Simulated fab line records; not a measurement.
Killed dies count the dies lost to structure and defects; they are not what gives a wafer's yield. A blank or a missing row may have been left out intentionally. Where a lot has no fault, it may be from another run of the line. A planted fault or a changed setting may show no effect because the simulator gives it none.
A lot that was struck, set against a sound lot ; flow berkeley cmos170 ; 25 out of 331 route steps
Sound: these wafers, L642.1, L642.5, L642.6. Wafers L644.1, L644.5, L644.6 were the ones struck. Last of all comes the cause.
For every step that has rows: the tool of each side, followed by ch and its chambers, followed by its first start. Under that, the readings that differ: sound wafers ; struck wafers ; difference of the means ; sigmas: that difference in standard deviations of wafers without a fault.
alike: same words and numbers on both sides, and readings whose means sit less than 2 such deviations apart. not compared: any withheld reading, any reading some wafer has no value for, any bound like >300 that may hide the same value, and any number with overlapping values for which the record gives no deviation.
A row with sigmas, a row that says differs or no value, or rows on one side alone: a step with any of these is where the two part. Numbers that don't overlap but have no deviation are shown without sigmas and don't part them. A reading missing from all wafers of one side parts the sides only when that side holds two or more wafers.

first, 4 steps without rows for these wafers: UCB170_PWELL_WET_ETCH_19 (etches Si3N4 in H3PO4, time 14400 s); UCB170_PWELL_WET_ETCH_20 (etches SiO2 in BOE, time 22 s); UCB170_WELLDRIVE_CLEAN_00 (cleans in SPM, time 600 s); UCB170_WELLDRIVE_OXIDATION_01 (target thk 199 nm, ox time 9000 s).
UCB170_WELLDRIVE_THK_MEAS_02:
  sound on film metro-02 at day 4 21:13; struck on film metro-01 at day 5 15:58
  alike: WELLDRIVE_OXIDE_THK
then, 5 steps without rows for these wafers: UCB170_WELLDRIVE_ANNEAL_03 (time 900 s); UCB170_WELLDRIVE_WET_ETCH_04 (etches SiO2 in BOE, time 120 s); UCB170_ACTIVE_CLEAN_00 (cleans in SPM, time 600 s); UCB170_ACTIVE_CLEAN_01 (cleans in dHF, time 60 s); UCB170_ACTIVE_OXIDATION_02 (target thk 26.4 nm, ox time 1260 s).
UCB170_ACTIVE_THK_MEAS_03:
  sound on film metro-02 at day 5 09:58; struck on film metro-02 at day 6 01:18
  alike: ACTIVE_OXIDE_THK
then, 1 step without rows for these wafers: UCB170_ACTIVE_ANNEAL_04 (time 900 s).
UCB170_ACTIVE_CVD_05: deposits Si3N4 from SiH2Cl2/NH3, target thk 220 nm, time 3300 s.
  sound on lpcvd-01 ch 1, day 5 17:13; struck on lpcvd-01 ch 1, day 6 07:59
reading;sound;struck;difference;sigmas
model.Si3N4_of_ACTIVE_CVD_05.thk nm (nm);224.2 224.6 223.7;318.3 317 318;+93.6;
  alike: pressure mtorr, spike tc load C, spike tc source C
UCB170_ACTIVE_THK_MEAS_06:
  sound on film metro-03 at day 5 19:08; struck on film metro-03 at day 6 09:54
reading;sound;struck;difference;sigmas
ACTIVE_NITRIDE_THK (nm);224.1 224.7 223.7;318.4 317.0 318.0;+93.6;+39
then, 6 steps without rows for these wafers: UCB170_ACTIVE_HMDS_07 (prime time 60 s); UCB170_ACTIVE_COAT_08 (resist thk 900 nm); UCB170_ACTIVE_SOFTBAKE_09 (time 60 s); UCB170_ACTIVE_EXPOSE_10 (exposes mask ACTIVE, target cd 1200 nm); UCB170_ACTIVE_PEB_11; UCB170_ACTIVE_DEVELOP_12 (develop time 45 s).
UCB170_ACTIVE_CD_MEAS_13 targets a cd of 1200 nm.
  sound on cd sem-01 at day 5 20:34; struck on cd sem-01 at day 6 10:48
  alike: cd nm
UCB170_ACTIVE_OVL_MEAS_14:
  sound on overlay-01 at day 5 20:41; struck on overlay-01 at day 6 10:55
  alike: ACTIVE_OVL
UCB170_ACTIVE_ETCH_15: etches Si3N4 in CH3F/Ar/O2, stops on SiO2, target depth 242 nm, time 151 s.
  sound on rie diel-03 ch 0,1,2, day 5 20:43; struck on rie diel-04 ch 0,1, day 6 10:58
reading;sound;struck;difference;sigmas
oes product au (a.u.);0.954 0.958 0.939;0.994 0.996 1.009;+0.049;+4
throttle valve pct (%);8.30 8.26 8.05;7.82 7.83 8.04;-0.31;-2
model.etch.depth nm (nm);224.2 224.6 223.7;238.4 240.8 241.7;+16.1;
  alike: O2_flow_sccm, drypump motor current A
  not compared: rf hours counter h
UCB170_ACTIVE_STRIP_16: strips in O2.
  sound on plasma asher-03 ch 0,1, day 5 20:49; struck on plasma asher-01 ch 0,1, day 6 11:04
  alike: drypump motor current A, oes product au, strip time to endpoint s
  not compared: rf hours counter h
-- the record jumps here: 4 days lie between the struck wafers' starts before and after (it left off in module ACTIVE and takes up again in module M3, whose first step shown is number 331 of the route) --
UCB170_M3_PROBE_99:
  rows exist in the record for the struck wafers here (prober-01, day 10 18:43), but not for the sound ones

## WHERE THEY PART
At UCB170_ACTIVE_THK_MEAS_06 first; at UCB170_M3_PROBE_99 last (within this record only).

WHY: whatever the simulator had introduced
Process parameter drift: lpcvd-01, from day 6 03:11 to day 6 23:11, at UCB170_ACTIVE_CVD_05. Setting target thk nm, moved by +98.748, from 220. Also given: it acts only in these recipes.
